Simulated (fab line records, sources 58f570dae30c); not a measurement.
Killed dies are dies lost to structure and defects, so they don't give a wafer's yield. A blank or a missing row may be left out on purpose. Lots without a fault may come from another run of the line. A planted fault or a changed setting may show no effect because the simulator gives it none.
Which tool did it? | flow berkeley_cmos170 | 7 lots, 21 wafers sampled, at 1 step of a route of 331

WHAT THE GAUGES READ, wafer by wafer
UCB170_M2_THK_MEAS_03: measures by xrf.
lot  | measured     | on            | M2_AL_THK (nm)
L229 | day 8 10:04  | film_metro-03 | 891 879 887
L235 | day 8 17:15  | film_metro-04 | 904 880 902
L233 | day 8 17:31  | film_metro-03 | 892 861 873
L238 | day 9 18:57  | film_metro-03 | 882 874 875
L239 | day 10 07:41 | film_metro-04 | 888 907 904
L250 | day 12 11:30 | film_metro-01 | 875 890 885
L249 | day 13 01:13 | film_metro-04 | 870 885 891

WHICH TOOL RAN EACH LOT (tool, then ch and the chambers of the sampled wafers, then the start)
The record holds no process step before these readings.

THE ANSWER, worked out from the rows above alone
Rule: what is usual is taken from the lots themselves. Put in order of their means at a reading, lots are off if they are a third of the lots or fewer, leave a main group of 4 or more, and stand apart from it by a gap of 3 or more times the standard deviation of the main group's means; of several such gaps the widest counts. A main group whose means are all the same, to the digits that the tables above print for the reading, isn't used. A lot without any number at a reading at which 4 lots or more have one is off too. The other lots that the step has rows for count as sound.
No lot is off at any reading shown: from this, nothing can be told.

WHAT THE SIMULATOR HAD PUT IN
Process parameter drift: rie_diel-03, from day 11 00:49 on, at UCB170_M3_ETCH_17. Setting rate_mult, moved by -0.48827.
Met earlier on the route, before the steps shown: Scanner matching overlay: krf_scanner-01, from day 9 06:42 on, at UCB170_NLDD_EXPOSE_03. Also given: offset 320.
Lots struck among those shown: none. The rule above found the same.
